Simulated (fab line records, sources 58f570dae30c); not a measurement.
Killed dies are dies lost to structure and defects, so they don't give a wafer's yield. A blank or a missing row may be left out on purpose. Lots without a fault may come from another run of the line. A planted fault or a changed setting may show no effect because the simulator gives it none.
fab line records | flow berkeley_cmos170
record lots=5 wafers=15 last_day=12
route steps=331 shown WELLDRIVE@57 ACTIVE@60 PFIELD@79
lots that met no fault: from a run of the same line without faults
start_h: hours from the record's first day to the start of the lot's first wafer shown | wait_h: hours since the lot's step before | " the same as in the row above | L1.1+2: a row that stands for several wafers | - no value, or no start given | * or withheld: withheld | < > ~ a bound
route shown NAME@n: a module of which the file shows steps, and the number in the route of the first | usual: mean/standard deviation of fault-free wafers | same: alike in all rows | chamber/n: place in a boat | sites: the reading at each site | _std_site: their standard deviation | _edge_site: outer sites' mean less inner sites' | radius_mm: how far each site lies from the wafer's centre | mask NAME#n: copy n | behind: the tool/chamber that last shaped the wafer | hold: why the lot was held/for how many hours/how that ended | device: the transistor (n, p or np) that didn't switch | end of line: the same wafers' tests at the end of the route | a step without rows: its recipe alone | killed: dies lost to structure and defects at the first sort, not the wafer's yield | map: a wafer's dies, x killed, . not, _ none there
set.NAME: the setting as run; set.NAME@STEP: as run at that earlier step | model.NAME: the simulator's own value behind a step, which no gauge read
lots at some steps of the route; a table a step, a row a wafer
services: from which hour (start_h, from the record's first day; less than 0 if before it) a tool's chamber was out of use, for how many hours, and why
## steps
# step UCB170_WELLDRIVE_THK_MEAS_02
# recipe reads=SiO2_of_WELLDRIVE_OXIDATION_01
# usual WELLDRIVE_OXIDE_THK=197/3.9
# columns lot.wafer tool chamber start_h wait_h WELLDRIVE_OXIDE_THK[nm]
L074.1 film_metro-02 - 82.87 0.1 200
L074.3 " - " " 199
L074.4 " - " " 201
L078.1 film_metro-03 - 97.79 0.0 189
L078.2 " - " " 188
L078.5 " - " " 188
L085.1 film_metro-02 - 124.64 0.0 200
L085.2 " - " " 197
L085.4 " - " " 200
L093.2 film_metro-02 - 171.78 0.0 196
L093.3 " - " " 191
L093.5 " - " " 194
L096.1 film_metro-03 - 180.72 0.0 194
L096.2 " - " " 196
L096.3 " - " " 195
# step UCB170_WELLDRIVE_ANNEAL_03
# recipe temp_c=1100 time_s=900 ambient=N2
# columns lot.wafer tool chamber start_h wait_h
L074.1+3+4 furnace-01 0 88.57 5.7
L078.1+2+5 furnace-04 0 101.88 4.1
L085.1+2+4 furnace-02 0 128.89 4.2
L093.2+3+5 furnace-02 0 175.97 4.2
L096.1+2+3 furnace-04 0 184.52 3.8
# step UCB170_WELLDRIVE_WET_ETCH_04
# recipe chemistry=BOE dilution=5:1 target=SiO2 temp_c=25 time_s=120
# usual temp_c=24.96/0.12
# columns lot.wafer tool chamber start_h wait_h temp_c
L074.1 wet_bench-04 3 90.45 0.6 24.99
L074.3 " 3 " " 25.09
L074.4 " 3 " " 25.15
L078.1 wet_bench-04 2 103.13 0.0 25.01
L078.2 " 2 " " 25.07
L078.5 " 2 " " 25.16
L085.1 wet_bench-01 2 130.14 0.0 24.95
L085.2 " 2 " " 24.93
L085.4 " 2 " " 24.66
L093.2 wet_bench-02 3 177.22 0.0 24.75
L093.3 " 3 " " 24.92
L093.5 " 3 " " 24.91
L096.1 wet_bench-04 2 186.89 1.1 24.87
L096.2 " 2 " " 25.11
L096.3 " 2 " " 24.98
# step UCB170_ACTIVE_CLEAN_00
# recipe chemistry=SPM temp_c=120 time_s=600
# usual temp_c=120.01/0.11
# columns lot.wafer tool chamber start_h wait_h temp_c
L074.1 wet_bench-04 1 90.51 0.0 119.86
L074.3 " 1 " " 119.96
L074.4 " 1 " " 119.83
L078.1 wet_bench-04 0 103.17 0.0 120.09
L078.2 " 0 " " 120.07
L078.5 " 0 " " 120.15
L085.1 wet_bench-01 3 130.18 0.0 120.03
L085.2 " 3 " " 120.05
L085.4 " 3 " " 119.98
L093.2 wet_bench-02 0 177.26 0.0 119.82
L093.3 " 0 " " 119.96
L093.5 " 0 " " 120.17
L096.1 wet_bench-02 3 187.14 0.2 119.84
L096.2 " 3 " " 120.02
L096.3 " 3 " " 120.00
# step UCB170_ACTIVE_CLEAN_01
# recipe chemistry=dHF dilution=25:1 time_s=60
# columns lot.wafer tool chamber start_h wait_h
L074.1+3+4 wet_bench-04 2 90.71 0.0
L078.1+2+5 wet_bench-04 3 103.34 0.0
L085.1+2+4 wet_bench-01 2 130.35 0.0
L093.2+3+5 wet_bench-02 3 177.44 0.0
L096.1+2+3 wet_bench-02 2 187.73 0.4
# step UCB170_ACTIVE_OXIDATION_02
# recipe temp_c=1000 ambient=O2 target_thk_a=264 ox_time_s=1260
# usual ox_temp_c=1000.0/0.39
# same ox_time_s=1260
# columns lot.wafer tool chamber start_h wait_h ox_temp_c
L074.1 furnace-02 0 93.80 3.1 1000.8
L074.3 " 0 " " 1001.0
L074.4 " 0 " " 1000.2
L078.1 furnace-01 0 103.67 0.3 999.8
L078.2 " 0 " " 999.6
L078.5 " 0 " " 999.7
L085.1 furnace-04 0 133.17 2.8 999.6
L085.2 " 0 " " 1000.0
L085.4 " 0 " " 999.9
L093.2 furnace-02 0 182.22 4.8 1000.0
L093.3 " 0 " " 1000.3
L093.5 " 0 " " 999.9
L096.1 furnace-01 0 190.42 2.7 1000.1
L096.2 " 0 " " 1000.2
L096.3 " 0 " " 1000.4
# step UCB170_ACTIVE_THK_MEAS_03
# recipe reads=SiO2_of_ACTIVE_OXIDATION_02
# usual ACTIVE_OXIDE_THK=26.2/0.49
# columns lot.wafer tool chamber start_h wait_h ACTIVE_OXIDE_THK[nm]
L074.1 film_metro-01 - 95.15 0.0 26.8
L074.3 " - " " 26.7
L074.4 " - " " 26.8
L078.1 film_metro-03 - 105.08 0.1 26.3
L078.2 " - " " 25.9
L078.5 " - " " 26.1
L085.1 film_metro-01 - 134.52 0.0 26.2
L085.2 " - " " 25.8
L085.4 " - " " 26.4
L093.2 film_metro-03 - 183.58 0.0 25.9
L093.3 " - " " 25.8
L093.5 " - " " 25.8
L096.1 film_metro-01 - 191.89 0.1 26.4
L096.2 " - " " 26.9
L096.3 " - " " 26.3
# step UCB170_ACTIVE_ANNEAL_04
# recipe temp_c=1000 time_s=900 ambient=N2
# columns lot.wafer tool chamber start_h wait_h
L074.1+3+4 furnace-02 0 100.50 5.3
L078.1+2+5 furnace-04 0 109.13 4.0
L085.1+2+4 furnace-02 0 136.89 2.4
L093.2+3+5 furnace-04 0 187.12 3.5
L096.1+2+3 furnace-04 0 194.62 2.7
# step UCB170_ACTIVE_CVD_05
# recipe material=Si3N4 target_thk_nm=220 temp_c=800 precursor=SiH2Cl2/NH3 time_s=3300 pressure_mtorr=200 sih2cl2_flow_sccm=25 nh3_flow_sccm=75
# usual pressure_mtorr=200.0/0.45
# columns lot.wafer tool chamber start_h wait_h pressure_mtorr
L074.1 lpcvd-02 0 101.75 0.0 200.2
L074.3 " 0 " " 199.7
L074.4 " 0 " " 200.1
L078.1 lpcvd-02 0 110.62 0.2 199.7
L078.2 " 0 " " 199.6
L078.5 " 0 " " 200.4
L085.1 lpcvd-02 1 139.11 1.0 200.0
L085.2 " 1 " " 200.5
L085.4 " 1 " " 200.3
L093.2 lpcvd-01 0 188.37 0.0 200.4
L093.3 " 0 " " 199.7
L093.5 " 0 " " 200.4
L096.1 lpcvd-02 1 195.87 0.0 199.5
L096.2 " 1 " " 200.0
L096.3 " 1 " " 199.9
# step UCB170_ACTIVE_THK_MEAS_06
# recipe reads=Si3N4_of_ACTIVE_CVD_05
# usual ACTIVE_NITRIDE_THK=219.9/1.9
# columns lot.wafer tool chamber start_h wait_h ACTIVE_NITRIDE_THK[nm]
L074.1 film_metro-03 - 103.67 0.0 221.9
L074.3 " - " " 218.9
L074.4 " - " " 220.1
L078.1 film_metro-01 - 112.66 0.1 221.0
L078.2 " - " " 221.0
L078.5 " - " " 219.1
L085.1 film_metro-02 - 141.03 0.0 220.2
L085.2 " - " " 217.6
L085.4 " - " " 219.3
L093.2 film_metro-02 - 190.30 0.0 219.5
L093.3 " - " " 219.6
L093.5 " - " " 219.8
L096.1 film_metro-02 - 197.79 0.0 220.0
L096.2 " - " " 220.2
L096.3 " - " " 220.8
# step UCB170_ACTIVE_HMDS_07
# recipe prime_time_s=60 prime_temp_c=100
# usual chill_plate_temp_C=22.99/0.12
# columns lot.wafer tool chamber start_h wait_h chill_plate_temp_C
L074.1 litho_track-03 0 103.77 0.1 22.99
L074.3 " 0 " " 22.98
L074.4 " 0 " " 22.91
L078.1 litho_track-01 0 113.15 0.5 23.07
L078.2 " 0 " " 23.02
L078.5 " 0 " " 23.06
L085.1 litho_track-03 0 141.65 0.6 23.08
L085.2 " 0 " " 23.01
L085.4 " 0 " " 23.08
L093.2 litho_track-01 0 191.37 1.1 23.11
L093.3 " 0 " " 23.05
L093.5 " 0 " " 23.24
L096.1 litho_track-03 0 199.13 1.3 23.23
L096.2 " 0 " " 22.94
L096.3 " 0 " " 23.14
# step UCB170_ACTIVE_COAT_08
# recipe resist=KrF spin_rpm=1500 resist_thk_nm=900
# usual chill_plate_temp_C=23.01/0.11
# columns lot.wafer tool chamber start_h wait_h chill_plate_temp_C
L074.1 litho_track-03 0 103.92 0.1 23.03
L074.3 " 0 " " 22.91
L074.4 " 0 " " 22.90
L078.1 litho_track-01 0 113.30 0.1 23.12
L078.2 " 0 " " 23.08
L078.5 " 0 " " 23.08
L085.1 litho_track-03 0 141.80 0.1 23.09
L085.2 " 0 " " 23.07
L085.4 " 0 " " 23.03
L093.2 litho_track-01 0 191.52 0.1 23.04
L093.3 " 0 " " 23.15
L093.5 " 0 " " 23.13
L096.1 litho_track-03 0 199.28 0.1 23.08
L096.2 " 0 " " 22.99
L096.3 " 0 " " 23.13
# step UCB170_ACTIVE_SOFTBAKE_09
# recipe resist=KrF temp_c=130 time_s=60
# usual chill_plate_temp_C=22.96/0.12
# columns lot.wafer tool chamber start_h wait_h chill_plate_temp_C
L074.1 litho_track-03 0 104.07 0.1 23.14
L074.3 " 0 " " 23.00
L074.4 " 0 " " 23.03
L078.1 litho_track-01 0 113.45 0.1 23.09
L078.2 " 0 " " 23.07
L078.5 " 0 " " 23.05
L085.1 litho_track-03 0 141.95 0.1 22.94
L085.2 " 0 " " 22.88
L085.4 " 0 " " 22.80
L093.2 litho_track-01 0 191.67 0.1 22.80
L093.3 " 0 " " 22.67
L093.5 " 0 " " 22.94
L096.1 litho_track-03 0 199.43 0.1 22.97
L096.2 " 0 " " 22.88
L096.3 " 0 " " 23.07
# step UCB170_ACTIVE_EXPOSE_10
# recipe mask_id=ACTIVE target_cd_nm=1200 na=0.5 sigma_outer=0.6 source_shape=conventional dose_mj=20
# columns lot.wafer tool chamber start_h wait_h mask
L074.1+3+4 krf_scanner-01 0 104.66 0.6 ACTIVE#0
L078.1+2+5 krf_scanner-01 0 113.89 0.4 ACTIVE#0
L085.1+2+4 krf_scanner-02 0 142.22 0.2 ACTIVE#0
L093.2+3+5 krf_scanner-02 0 191.98 0.3 ACTIVE#0
L096.1+2+3 krf_scanner-02 0 199.76 0.3 ACTIVE#0
# step UCB170_ACTIVE_PEB_11
# recipe peb_temp_c=130 peb_time_s=withheld resist=KrF
# usual chill_plate_temp_C=23.01/0.11
# columns lot.wafer tool chamber start_h wait_h chill_plate_temp_C
L074.1 litho_track-02 0 104.78 0.1 22.96
L074.3 " 0 " " 23.00
L074.4 " 0 " " 22.84
L078.1 litho_track-01 0 114.16 0.3 23.11
L078.2 " 0 " " 23.14
L078.5 " 0 " " 23.08
L085.1 litho_track-02 0 142.48 0.2 22.99
L085.2 " 0 " " 22.92
L085.4 " 0 " " 22.85
L093.2 litho_track-02 0 192.79 0.8 23.05
L093.3 " 0 " " 22.95
L093.5 " 0 " " 22.99
L096.1 litho_track-03 0 200.58 0.8 23.03
L096.2 " 0 " " 23.07
L096.3 " 0 " " 23.07
# step UCB170_ACTIVE_DEVELOP_12
# recipe developer=TMAH develop_time_s=45 resist=KrF dev_temp_c=21
# usual chill_plate_temp_C=23.01/0.1 developer_temp_C=21.01/0.11
# columns lot.wafer tool chamber start_h wait_h chill_plate_temp_C developer_temp_C
L074.1 litho_track-02 0 - - 23.12 21.03
L074.3 " 0 " " 23.05 21.24
L074.4 " 0 " " 23.05 21.11
L078.1 litho_track-01 0 - - 22.95 20.94
L078.2 " 0 " " 22.96 20.79
L078.5 " 0 " " 22.97 20.93
L085.1 litho_track-02 0 - - 23.20 20.89
L085.2 " 0 " " 23.08 21.04
L085.4 " 0 " " 23.12 20.79
L093.2 litho_track-02 0 - - 22.99 21.15
L093.3 " 0 " " 23.08 20.99
L093.5 " 0 " " 23.07 20.89
L096.1 litho_track-03 0 - - 23.09 21.06
L096.2 " 0 " " 22.92 20.98
L096.3 " 0 " " 23.10 20.87
# step UCB170_ACTIVE_CD_MEAS_13
# recipe target_cd_nm=1200
# usual cd_nm=1200.2/1.4
# columns lot.wafer tool chamber start_h wait_h cd_nm
L074.1 cd_sem-01 - 105.05 - 1198.7
L074.3 " - " " 1197.4
L074.4 " - " " 1199.2
L078.1 cd_sem-01 - 114.47 - 1199.7
L078.2 " - " " 1200.6
L078.5 " - " " 1198.0
L085.1 cd_sem-02 - 142.84 - 1197.4
L085.2 " - " " 1197.4
L085.4 " - " " 1197.8
L093.2 cd_sem-02 - 193.06 - 1200.8
L093.3 " - " " 1201.6
L093.5 " - " " 1201.4
L096.1 cd_sem-02 - 201.41 - 1198.7
L096.2 " - " " 1197.6
L096.3 " - " " 1199.2
# step UCB170_ACTIVE_OVL_MEAS_14
# usual ACTIVE_OVL=2/5
# columns lot.wafer tool chamber start_h wait_h ACTIVE_OVL[nm]
L074.1 overlay-02 - 105.17 0.1 3
L074.3 " - " " 5
L074.4 " - " " 0
L078.1 overlay-02 - 114.59 0.1 5
L078.2 " - " " 3
L078.5 " - " " 4
L085.1 overlay-02 - 142.96 0.1 6
L085.2 " - " " 7
L085.4 " - " " 3
L093.2 overlay-01 - 193.17 0.1 4
L093.3 " - " " 11
L093.5 " - " " 1
L096.1 overlay-02 - 201.53 0.1 -2
L096.2 " - " " 6
L096.3 " - " " 5
# step UCB170_ACTIVE_ETCH_15
# recipe chemistry=CH3F/Ar/O2 target=Si3N4 stop_on=SiO2 CH3F_flow_sccm=20 Ar_flow_sccm=50 O2_flow_sccm=7 pressure_mtorr=50 rf_w=450 target_depth_a=2420 over_etch_frac=0.1 time_s=151
# usual chamber_pressure_mTorr=50.00/0.047 drypump_motor_current_A=5.7/0.44 oes_product_au=0.945/0.017 throttle_valve_pct=8.09/0.12
# same over_etch_frac=0.1
# columns lot.wafer tool chamber start_h wait_h chamber_pressure_mTorr drypump_motor_current_A oes_product_au rf_hours_counter_h throttle_valve_pct
L074.1 rie_diel-02 3 105.21 0.0 49.99 5.9 0.951 97 7.94
L074.3 " 0 " " 50.01 5.0 0.934 113 8.26
L074.4 " 3 " " 49.98 5.9 0.943 - 7.94
L078.1 rie_diel-04 0 114.63 0.0 49.97 5.8 0.969 2 8.16
L078.2 " 1 " " 50.03 5.9 0.961 4 7.90
L078.5 " 2 " " 49.93 5.4 0.904 - 8.16
L085.1 rie_diel-03 1 143.00 0.0 49.94 5.5 0.937 5 7.90
L085.2 " 2 " " 50.04 5.6 0.927 45 8.06
L085.4 " 0 " " 49.92 5.1 0.950 68 8.23
L093.2 rie_diel-04 1 193.20 0.0 50.05 5.9 0.967 8 7.90
L093.3 " 3 " " 49.99 5.3 0.950 101 8.05
L093.5 " 0 " " 49.95 5.8 0.955 - 8.17
L096.1 rie_diel-02 0 201.57 0.0 49.92 5.0 0.931 118 8.26
L096.2 " 2 " " 50.09 6.2 0.916 3 8.12
L096.3 " 1 " " 49.95 5.8 0.970 5 8.11
# step UCB170_ACTIVE_STRIP_16
# recipe chemistry=O2 power_w=400 pressure_mtorr=3500 platen_temp_c=withheld o2_flow_sccm=400 overash_fraction=0.5
# usual chamber_pressure_mTorr=3500/3.3 drypump_motor_current_A=5.97/0.27 oes_product_au=0.721/0.0042 strip_time_to_endpoint_s=18.09/0.082
# columns lot.wafer tool chamber start_h wait_h chamber_pressure_mTorr drypump_motor_current_A oes_product_au rf_hours_counter_h strip_time_to_endpoint_s
L074.1 plasma_asher-03 0 105.31 0.1 3498 6.14 0.719 30 18.01
L074.3 " 1 " " 3496 5.44 0.726 - 18.14
L074.4 " 0 " " 3498 6.12 0.715 - 18.03
L078.1 plasma_asher-01 1 114.73 0.1 3504 6.07 0.724 37 18.07
L078.2 " 0 " " 3493 6.14 0.729 37 18.10
L078.5 " 0 " " 3499 6.13 0.714 - 18.12
L085.1 plasma_asher-02 1 143.10 0.1 3499 6.16 0.720 40 18.04
L085.2 " 0 " " 3503 5.68 0.722 40 18.06
L085.4 " 1 " " 3500 6.14 0.713 - 18.14
L093.2 plasma_asher-01 1 193.30 0.1 3500 6.07 0.723 46 18.13
L093.3 " 1 " " 3497 6.07 0.726 - 18.16
L093.5 " 1 " " 3504 6.07 0.724 - 18.16
L096.1 plasma_asher-03 1 201.67 0.1 3497 5.47 0.718 40 18.23
L096.2 " 0 " " 3510 6.15 0.726 40 18.21
L096.3 " 1 " " 3501 5.45 0.723 - 18.24
# step UCB170_ACTIVE_CD_MEAS_90
# recipe target_cd_nm=1200
# usual cd_nm=1200.2/1.4
# columns lot.wafer tool chamber start_h wait_h cd_nm
L074.1 cd_sem-02 - 105.41 0.1 1198.6
L074.3 " - " " 1197.0
L074.4 " - " " 1199.0
L078.1 cd_sem-02 - 114.89 0.1 1199.5
L078.2 " - " " 1200.5
L078.5 " - " " 1197.9
L085.1 cd_sem-02 - 143.32 0.2 1197.7
L085.2 " - " " 1197.2
L085.4 " - " " 1197.8
L093.2 cd_sem-02 - 193.46 0.1 1200.8
L093.3 " - " " 1201.6
L093.5 " - " " 1200.7
L096.1 cd_sem-02 - 202.37 0.7 1199.0
L096.2 " - " " 1197.6
L096.3 " - " " 1199.1
# step UCB170_ACTIVE_CLEAN_17
# recipe chemistry=SPM temp_c=120 time_s=600
# usual temp_c=120.05/0.12
# columns lot.wafer tool chamber start_h wait_h temp_c
L074.1 wet_bench-02 0 105.53 0.1 119.91
L074.3 " 0 " " 119.98
L074.4 " 0 " " 119.91
L078.1 wet_bench-01 0 115.17 0.3 119.86
L078.2 " 0 " " 119.74
L078.5 " 0 " " 119.99
L085.1 wet_bench-04 0 143.51 0.2 120.15
L085.2 " 0 " " 120.03
L085.4 " 0 " " 119.86
L093.2 wet_bench-02 2 196.78 3.3 120.04
L093.3 " 2 " " 120.07
L093.5 " 2 " " 120.11
L096.1 wet_bench-02 2 202.55 0.2 120.12
L096.2 " 2 " " 120.10
L096.3 " 2 " " 120.02
# step UCB170_PFIELD_HMDS_00
# recipe prime_time_s=60 prime_temp_c=100
# usual chill_plate_temp_C=23.01/0.11
# columns lot.wafer tool chamber start_h wait_h chill_plate_temp_C
L074.1 litho_track-04 0 105.80 0.1 23.07
L074.3 " 0 " " 23.05
L074.4 " 0 " " 22.91
L078.1 litho_track-01 0 115.64 0.3 23.09
L078.2 " 0 " " 23.02
L078.5 " 0 " " 22.90
L085.1 litho_track-02 0 144.21 0.5 22.86
L085.2 " 0 " " 22.89
L085.4 " 0 " " 22.93
L093.2 litho_track-01 0 197.39 0.4 23.02
L093.3 " 0 " " 23.02
L093.5 " 0 " " 23.10
L096.1 litho_track-04 0 204.07 1.3 23.02
L096.2 " 0 " " 23.11
L096.3 " 0 " " 23.06
## services
# columns tool chamber start_h hours kind
krf_scanner-02 - 78.36 3.6 pm
furnace-02 - 82.81 3.1 pm
krf_scanner-02 - 98.43 4.0 pm
krf_scanner-01 - 103.03 0.8 pm
furnace-04 - 103.13 3.4 pm
furnace-01 - 114.62 2.9 pm
furnace-04 - 118.64 1.8 repair
furnace-01 - 119.04 5.1 pm
krf_scanner-01 - 123.65 3.6 pm
krf_scanner-01 - 129.51 1.3 repair
rie_diel-04 3 132.54 7.4 repair
plasma_asher-03 - 133.82 14.6 pm
krf_scanner-01 - 134.79 1.0 pm
rie_diel-03 1 138.41 4.2 repair
krf_scanner-02 - 140.17 0.8 pm
wet_bench-01 - 154.04 64.3 pm
krf_scanner-02 - 163.40 1.1 repair
rie_diel-02 3 166.73 2.1 repair
lpcvd-02 - 184.01 0.8 repair
rie_diel-04 1 185.27 3.7 repair
wet_bench-02 - 193.87 0.8 repair
rie_diel-04 1 194.67 3.4 repair
krf_scanner-02 - 199.06 0.4 repair
krf_scanner-01 - 201.11 1.3 pm
## key
fault none
